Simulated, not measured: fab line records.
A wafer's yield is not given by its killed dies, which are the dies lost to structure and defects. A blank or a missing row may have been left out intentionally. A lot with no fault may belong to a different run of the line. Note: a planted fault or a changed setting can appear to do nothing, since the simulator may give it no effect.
Which tool did it? + flow berkeley_cmos170 + 14 lots, 42 wafers sampled, at 3 steps of a route of 331

WHAT THE GAUGES SHOWED, per wafer
UCB170_V1_CD_MEAS_90: target cd 700 nm. Usual: cd_nm reads 700.1 nm (standard deviation 1.7).
| lot  | measured     | on        | cd_nm (nm)        | flag |
|------|--------------|-----------|-------------------|------|
| L140 | day 7 19:50  | cd_sem-01 | 700.3 702.8 699.7 |      |
| L139 | day 7 19:59  | cd_sem-01 | 700.1 700.0 698.6 |      |
| L141 | day 7 20:25  | cd_sem-02 | 701.3 698.2 701.3 |      |
| L142 | day 7 22:24  | cd_sem-02 | 697.2 698.5 700.6 |      |
| L144 | day 8 02:38  | cd_sem-01 | 697.1 696.1 697.3 |      |
| L148 | day 9 05:14  | cd_sem-01 | 698.9 700.6 700.6 |      |
| L149 | day 9 05:46  | cd_sem-02 | 699.9 699.5 700.5 |      |
| L151 | day 9 23:50  | cd_sem-01 | 701.1 699.4 699.2 |      |
| L154 | day 10 07:37 | cd_sem-02 | 701.0 702.2 699.4 |      |
| L155 | day 10 22:25 | cd_sem-02 | 698.4 700.3 701.7 |      |
| L156 | day 11 10:43 | cd_sem-02 | 700.2 700.3 701.5 |      |
| L158 | day 11 10:59 | cd_sem-02 | 698.5 699.9 699.5 |      |
| L159 | day 11 11:17 | cd_sem-01 | 697.4 698.5 699.1 |      |
| L157 | day 11 12:43 | cd_sem-01 | 698.5 695.8 698.0 |      |

UCB170_M2_OVL_MEAS_16. Usual: for M2_OVL the level is -2 nm and the standard deviation is 5.8.
| lot  | measured     | on         | M2_OVL (nm) | flag |
|------|--------------|------------|-------------|------|
| L140 | day 7 22:19  | overlay-02 | -6 -1 3     |      |
| L139 | day 7 22:35  | overlay-01 | 0 -1 0      |      |
| L141 | day 7 22:55  | overlay-02 | 12 -3 8     |      |
| L142 | day 8 00:34  | overlay-01 | 7 -8 7      |      |
| L144 | day 8 06:52  | overlay-01 | 5 7 -3      |      |
| L148 | day 9 07:59  | overlay-02 | -11 -3 -9   |      |
| L149 | day 9 08:35  | overlay-02 | -10 -1 -3   |      |
| L151 | day 10 02:49 | overlay-02 | -4 -6 -4    |      |
| L154 | day 10 10:34 | overlay-02 | -11 -12 -2  |      |
| L155 | day 11 00:40 | overlay-01 | -1 -10 0    |      |
| L156 | day 11 14:55 | overlay-02 | 3 5 -2      |      |
| L158 | day 11 15:31 | overlay-01 | -13 -11 -10 |      |
| L159 | day 11 15:52 | overlay-02 | -4 -1 3     |      |
| L157 | day 11 16:07 | overlay-01 | -6 -9 -1    |      |

WHAT TOOL EACH LOT RAN ON (gives the tool, then ch and the chambers of the sampled wafers, and finally the start)
| lot  | UCB170_M2_HMDS_04                 |
|------|-----------------------------------|
| L140 | litho_track-03 ch 0, day 7 20:24  |
| L139 | litho_track-02 ch 0, day 7 20:28  |
| L141 | litho_track-01 ch 0, day 7 20:59  |
| L142 | litho_track-02 ch 0, day 7 22:52  |
| L144 | litho_track-02 ch 0, day 8 03:20  |
| L148 | litho_track-02 ch 0, day 9 06:12  |
| L149 | litho_track-02 ch 0, day 9 06:40  |
| L151 | litho_track-02 ch 0, day 10 00:17 |
| L154 | litho_track-01 ch 0, day 10 08:28 |
| L155 | litho_track-01 ch 0, day 10 22:52 |
| L156 | litho_track-01 ch 0, day 11 12:04 |
| L158 | litho_track-01 ch 0, day 11 12:28 |
| L159 | litho_track-03 ch 0, day 11 12:38 |
| L157 | litho_track-01 ch 0, day 11 13:49 |
- UCB170_M2_HMDS_04: prime time 60 s.

WHAT THE TOOLS THEMSELVES READ (means of the sampled wafers that have a number; where no wafer has one, the mark that the record gives instead)
UCB170_M2_HMDS_04. Usual: chill_plate_temp_C 23.01 C, standard deviation 0.11; prime_temp_c 100.03 C, standard deviation 0.12.
| lot  | tool           | chill_plate_temp_C (C) | prime_temp_c (C) | flag |
|------|----------------|------------------------|------------------|------|
| L140 | litho_track-03 | 23.09                  | 100.09           |      |
| L139 | litho_track-02 | 22.98                  | 100.01           |      |
| L141 | litho_track-01 | 22.76                  | 99.94            |      |
| L142 | litho_track-02 | 23.09                  | 100.08           |      |
| L144 | litho_track-02 | 22.96                  | 99.93            |      |
| L148 | litho_track-02 | 23.01                  | 99.84            |      |
| L149 | litho_track-02 | 23.05                  | 102.74           | OFF  |
| L151 | litho_track-02 | 23.01                  | 102.69           | OFF  |
| L154 | litho_track-01 | 22.96                  | 99.91            |      |
| L155 | litho_track-01 | 22.89                  | 100.24           |      |
| L156 | litho_track-01 | 23.15                  | 99.98            |      |
| L158 | litho_track-01 | 23.04                  | 100.00           |      |
| L159 | litho_track-03 | 23.23                  | 100.08           |      |
| L157 | litho_track-01 | 22.96                  | 100.05           |      |

THE ANSWER, worked out from the rows above alone
Rule: take the mean of a lot's wafers that have a number; if it is more than 3 standard deviations from the usual mean, the lot is off. Also off: a lot with no number at a reading for which 4 or more lots have one. All remaining lots with rows at the step are treated as sound. Order of review: gauges by route order, followed by the tools' own readings, for which a lot's mean as printed above is used. At the first step where some lot is off, the reading lying furthest off is the one used; lots without a number count as furthest.
Off: L149, L151 (UCB170_M2_HMDS_04, prime_temp_c).
If a tool, at that step or one of the process steps before it, ran each lot that is off and ran no sound lot following the first of them, it fits. One candidate fits, namely litho_track-02 at UCB170_M2_HMDS_04. A fault onset in the window from L148 (day 9 06:12, its last sound lot) to L149 (day 9 06:40, its first lot off) fits.
On the lots that are off, the tool's own readings at UCB170_M2_HMDS_04 differ by more than 5 times the standard deviation of the sound lots' means, which bears it out; prime_temp_c reads 102.72 C there versus 100.01 C on the sound lots.

WHAT WAS PUT IN BY THE SIMULATOR
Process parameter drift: litho_track-02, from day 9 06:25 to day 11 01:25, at UCB170_M2_HMDS_04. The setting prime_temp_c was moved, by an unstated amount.
Shown lots that were struck: L149, L151. This agrees with what the rule above found.
